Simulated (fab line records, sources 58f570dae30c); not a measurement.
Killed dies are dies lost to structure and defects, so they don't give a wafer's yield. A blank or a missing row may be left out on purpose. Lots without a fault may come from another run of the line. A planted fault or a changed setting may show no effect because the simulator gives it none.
Chamber matching | flow berkeley_cmos170 | UCB170_ACTIVE_ETCH_15 on rie_diel-03: 4 sister chambers
The step etches Si3N4 in CH3F/Ar/O2, stops on SiO2, target depth 242 nm, time 151 s. 8 wafers are shown with their chamber, then 7 later ones without.

WAFERS WITH THEIR CHAMBER
wafer  | chamber | throttle_valve_pct (%) | drypump_motor_current_A (A)
L907.2 | 1       | 8.02                   | 5.5
L907.3 | 3       | 8.33                   | 5.3
L907.4 | 2       | 8.01                   | 5.7
L910.1 | 2       | 8.00                   | 5.7
L910.3 | 1       | 8.00                   | 5.4
L910.4 | 0       | 8.16                   | 6.0
L915.2 | 0       | 8.15                   | 6.0
L915.3 | 3       | 8.34                   | 5.3

WAFERS WITHOUT THEIR CHAMBER
wafer  | throttle_valve_pct (%) | drypump_motor_current_A (A)
L915.6 | 8.15                   | 6.0
L920.3 | 7.99                   | 5.4
L920.4 | 8.33                   | 5.3
L920.6 | 8.00                   | 5.8
L921.2 | 8.01                   | 5.7
L921.4 | 8.32                   | 5.3
L921.6 | 7.99                   | 5.7

WHICH CHAMBER EACH WENT THROUGH
wafer  | from the rows above | in truth
L915.6 | 0                   | 0
L920.3 | 1                   | 1
L920.4 | 3                   | 3
L920.6 | 2                   | 2
L921.2 | 2                   | 2
L921.4 | 3                   | 3
L921.6 | 2                   | 2
Placed correctly: 7 of 7. Can't be placed from these rows: 0. Placed wrongly: 0.
How it was worked out, from the rows above alone: a wafer's distance from a chamber is the root of the sum, over the readings, of the square of ((its reading less the chamber's mean) divided by the reading's scatter). The wafer belongs to the nearest chamber; if the next one is less than 2 further off, it can't be placed. A chamber's mean is the mean of its shown wafers. The scatter: the root of (the sum of the squares of (reading less its chamber's mean) over the shown wafers, divided by (wafers less chambers)).
